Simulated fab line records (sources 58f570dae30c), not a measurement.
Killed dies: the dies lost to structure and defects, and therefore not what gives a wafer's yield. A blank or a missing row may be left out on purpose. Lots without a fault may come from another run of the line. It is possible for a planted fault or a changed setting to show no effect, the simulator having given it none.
Which of the tools did it? -- flow berkeley_cmos170 -- 15 lots with 45 wafers sampled at 5 steps, on a route of 331 steps

## WHAT THE GAUGES READ, wafer by wafer
UCB170_SPACER_THK_MEAS_01. Usual: SPACER_TEOS_THK typically reads 374 nm, with standard deviation 5.1.
lot,measured,on,SPACER_TEOS_THK (nm),flag
L691,day 6 07:45,film_metro-04,374 378 380,
L693,day 7 08:10,film_metro-04,358 364 372,
L694,day 7 08:44,film_metro-03,372 369 381,
L697,day 7 20:14,film_metro-04,378 375 384,
L698,day 7 21:02,film_metro-03,368 387 371,
L695,day 7 20:32,film_metro-01,376 379 379,
L699,day 8 02:51,film_metro-04,369 377 381,
L701,day 8 09:32,film_metro-04,329 325 324,OFF
L702,day 9 05:20,film_metro-04,328 324 325,OFF
L704,day 9 11:21,film_metro-04,328 324 328,OFF
L708,day 10 03:38,film_metro-03,377 382 379,
L705,day 10 03:38,film_metro-04,331 333 336,OFF
L709,day 10 10:40,film_metro-04,376 384 377,
L711,day 10 14:53,film_metro-03,373 381 380,
L713,day 11 10:49,film_metro-04,373 378 378,

UCB170_NSD_TW_MEAS_10. Usual: NSD_TW typically reads 4152, with standard deviation 24.
lot,measured,on,NSD_TW,flag
L691,day 6 14:29,film_metro-02,4146 4151 4125,
L693,day 7 15:01,film_metro-03,4146 4157 4160,
L694,day 7 15:14,film_metro-02,4114 4133 4142,
L697,day 8 04:58,film_metro-02,4139 4145 4165,
L698,day 8 05:12,film_metro-03,4104 4143 4122,
L695,day 8 05:20,film_metro-02,4159 4158 4170,
L699,day 8 10:59,film_metro-03,4127 4149 4148,
L701,day 8 18:57,film_metro-01,4194 4168 4171,
L702,day 9 14:53,film_metro-02,4104 4107 4112,
L704,day 9 19:59,film_metro-01,4128 4162 4155,
L708,day 10 10:53,film_metro-01,4170 4214 4172,
L705,day 10 11:15,film_metro-02,4154 4162 4140,
L709,day 10 17:32,film_metro-02,4130 4159 4166,
L711,day 10 21:36,film_metro-03,4170 4174 4177,
L713,day 11 18:21,film_metro-01,4171 4178 4160,

## TOOL THAT RAN EACH LOT (tool first, then ch and the chambers of the sampled wafers, then the start)
lot,UCB170_NVT_STRIP_08,UCB170_SPACER_CVD_00,UCB170_SPACER_ETCHBACK_03
L691,"plasma_asher-01 ch 0,1, day 5 13:16","pecvd-04 ch 0,1,2, day 6 07:42","rie_diel-01 ch 1,2, day 6 11:05"
L693,"plasma_asher-03 ch 0,1, day 6 09:14","pecvd-02 ch 0,1, day 7 08:07","rie_diel-01 ch 0,1,3, day 7 11:52"
L694,"plasma_asher-01 ch 0,1, day 6 09:29","pecvd-03 ch 0,1,2, day 7 08:41","rie_diel-03 ch 0,2,3, day 7 11:56"
L697,"plasma_asher-03 ch 1, day 7 01:53","pecvd-04 ch 1,2, day 7 20:11","rie_diel-03 ch 1,2,3, day 8 00:16"
L698,"plasma_asher-02 ch 0,1, day 7 02:10","pecvd-03 ch 0,1,2, day 7 21:00","rie_diel-02 ch 0,2,3, day 8 00:16"
L695,"plasma_asher-03 ch 0,1, day 7 02:42","pecvd-02 ch 0,1,2, day 7 20:29","rie_diel-01 ch 0,1, day 8 00:16"
L699,"plasma_asher-01 ch 0, day 7 08:20","pecvd-02 ch 0,1,2, day 8 02:48","rie_diel-03 ch 1,3, day 8 07:47"
L701,"plasma_asher-01 ch 0,1, day 7 17:55","pecvd-02 ch 0,1,2, day 8 09:30","rie_diel-03 ch 1,2,3, day 8 15:50"
L702,"plasma_asher-03 ch 0,1, day 8 02:35","pecvd-02 ch 1,2, day 9 05:17","rie_diel-02 ch 0,3, day 9 09:44"
L704,"plasma_asher-03 ch 0,1, day 8 14:04","pecvd-02 ch 0,1,2, day 9 11:18","rie_diel-03 ch 0,1,2, day 9 16:53"
L708,"plasma_asher-01 ch 0,1, day 8 22:10","pecvd-03 ch 0,1,2, day 10 03:34","rie_diel-03 ch 1,2,3, day 10 05:59"
L705,"plasma_asher-02 ch 0, day 8 22:14","pecvd-02 ch 1, day 10 03:34","rie_diel-02 ch 2,3, day 10 05:59"
L709,"plasma_asher-02 ch 0,1, day 9 06:59","pecvd-03 ch 0,2, day 10 10:37","rie_diel-01 ch 0,3, day 10 14:21"
L711,"plasma_asher-03 ch 0,1, day 9 17:30","pecvd-03 ch 1,2, day 10 14:50","rie_diel-01 ch 1,2,3, day 10 18:01"
L713,"plasma_asher-03 ch 0,1, day 10 11:29","pecvd-03 ch 1,2, day 11 10:45","rie_diel-03 ch 0,1, day 11 14:04"
- UCB170_NVT_STRIP_08: strips in O2.
- UCB170_SPACER_CVD_00: deposits SiO2 from TEOS/O2, target thk 376 nm, time 47 s.
- UCB170_SPACER_ETCHBACK_03: etches SiO2 in CHF3/CF4/Ar, stops on Si, target depth 376 nm, time 100 s.

## AS READ BY THE TOOLS THEMSELVES (means over the sampled wafers that have a number; for cases with no such wafer, the mark the record gives instead)
UCB170_NVT_STRIP_08. Usual: chamber_pressure_mTorr 3500.0 mTorr, standard deviation 2.8; drypump_motor_current_A 5.7 A, standard deviation 0.43; oes_product_au 0.734 a.u., standard deviation 0.0047; strip_time_to_endpoint_s 21.63 s, standard deviation 0.061.
lot,tool,chamber_pressure_mTorr (mTorr),drypump_motor_current_A (A),oes_product_au (a.u.),strip_time_to_endpoint_s (s),flag
L691,plasma_asher-01,3500.9,5.7,0.735,21.51,
L693,plasma_asher-03,3498.7,5.5,0.735,21.61,
L694,plasma_asher-01,3501.8,5.5,0.736,21.62,
L697,plasma_asher-03,3502.0,5.9,0.732,21.59,
L698,plasma_asher-02,3499.6,6.0,0.738,21.61,
L695,plasma_asher-03,3500.1,5.5,0.734,21.62,
L699,plasma_asher-01,3499.9,6.0,0.737,21.58,
L701,plasma_asher-01,3500.3,5.5,0.736,21.70,
L702,plasma_asher-03,3498.6,5.6,0.732,21.58,
L704,plasma_asher-03,3503.6,5.6,0.731,21.66,
L708,plasma_asher-01,3497.7,5.7,0.730,21.67,
L705,plasma_asher-02,3499.3,6.2,0.732,21.79,
L709,plasma_asher-02,3498.7,6.1,0.729,21.63,
L711,plasma_asher-03,3500.2,5.3,0.734,21.65,
L713,plasma_asher-03,3502.7,5.5,0.732,21.65,

UCB170_SPACER_CVD_00. Usual: heater_power_w 267 W, standard deviation 73; pressure_mtorr 9000 mTorr, standard deviation 17; rf_fwd_power_W 544.8 W, standard deviation 2.6.
lot,tool,heater_power_w (W),pressure_mtorr (mTorr),rf_fwd_power_W (W),flag
L691,pecvd-04,233,9012,545.2,
L693,pecvd-02,282,8998,546.2,
L694,pecvd-03,234,8983,546.0,
L697,pecvd-04,253,9006,547.7,
L698,pecvd-03,228,9004,545.7,
L695,pecvd-02,274,9001,544.5,
L699,pecvd-02,274,9006,545.1,
L701,pecvd-02,322,8991,544.6,
L702,pecvd-02,330,8998,544.3,
L704,pecvd-02,323,9006,542.1,
L708,pecvd-03,216,8975,546.6,
L705,pecvd-02,200,8997,544.6,
L709,pecvd-03,194,9008,546.8,
L711,pecvd-03,251,9013,546.5,
L713,pecvd-03,212,9009,545.7,

UCB170_SPACER_ETCHBACK_03. Usual: cf4_flow_sccm 10.004 sccm, standard deviation 0.028; chamber_pressure_mTorr 199.98 mTorr, standard deviation 0.17; drypump_motor_current_A 5.9 A, standard deviation 0.46; mfc_ar_sccm 119.9 sccm, standard deviation 0.35; oes_product_au 0.897 a.u., standard deviation 0.014; rf_fwd_power_W 497.2 W, standard deviation 1.8; throttle_valve_pct 6.52 %, standard deviation 0.097.
lot,tool,cf4_flow_sccm (sccm),chamber_pressure_mTorr (mTorr),drypump_motor_current_A (A),mfc_ar_sccm (sccm),oes_product_au (a.u.),rf_fwd_power_W (W),throttle_valve_pct (%),flag
L691,rie_diel-01,9.982,199.92,6.1,119.3,0.901,497.6,6.60,
L693,rie_diel-01,10.013,199.88,6.2,119.9,0.891,495.5,6.52,
L694,rie_diel-03,10.012,199.99,5.9,119.8,0.894,499.1,6.47,
L697,rie_diel-03,10.014,199.91,5.9,119.9,0.900,496.4,6.54,
L698,rie_diel-02,9.970,200.02,5.7,120.1,0.900,497.7,6.55,
L695,rie_diel-01,10.006,200.06,6.2,120.2,0.908,499.0,6.56,
L699,rie_diel-03,9.980,199.97,6.1,119.5,0.893,496.4,6.61,
L701,rie_diel-03,9.989,199.89,5.9,120.1,0.806,495.9,6.53,OFF
L702,rie_diel-02,10.028,199.86,5.6,120.0,0.814,497.6,6.49,OFF
L704,rie_diel-03,10.005,200.04,6.1,120.0,0.809,496.8,6.53,OFF
L708,rie_diel-03,10.019,199.97,5.9,120.0,0.897,497.8,6.53,
L705,rie_diel-02,10.006,199.86,5.9,120.0,0.834,497.9,6.60,OFF
L709,rie_diel-01,10.005,200.09,6.1,120.2,0.915,496.8,6.52,
L711,rie_diel-01,10.023,200.02,6.1,119.7,0.911,496.2,6.55,
L713,rie_diel-03,10.013,200.00,6.3,120.0,0.888,496.1,6.61,

## THE ANSWER, worked out from the rows above alone
Rule: lot off if the mean of its wafers having a number is beyond 3 standard deviations from the usual mean. Also off: a lot with no number at a reading for which 4 or more lots have one. Where the step has rows for the other lots, those lots are counted as sound. Order of review: gauges by route order, followed by the tools' own readings, for which a lot's mean as printed above is used. The first step at which some lot is off is used, and at that step the reading that is off furthest; a lot without a number counts as furthest.
Off: L701, L702, L704, L705, at UCB170_SPACER_THK_MEAS_01 (SPACER_TEOS_THK).
If a tool, at a process step before that reading, ran all the lots that are off and no sound lot after the first of them, it fits. Not tried: the gauges at UCB170_SPACER_THK_MEAS_01; whatever is off there is also off at UCB170_SPACER_ETCHBACK_03, on other tools, and gauge error can't account for it. One fits: pecvd-02 at UCB170_SPACER_CVD_00. A fault onset in the window from L699 (day 8 02:48, its last sound lot) to L701 (day 8 09:30, its first lot off) fits.

## WHAT THE SIMULATOR PUT IN
Site profile drift: pecvd-02, from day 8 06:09 on, at UCB170_SPACER_CVD_00. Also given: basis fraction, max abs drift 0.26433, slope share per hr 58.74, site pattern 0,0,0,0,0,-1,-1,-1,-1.
Lots struck among those shown: L701, L702, L704, L705. This agrees with what the rule above found.
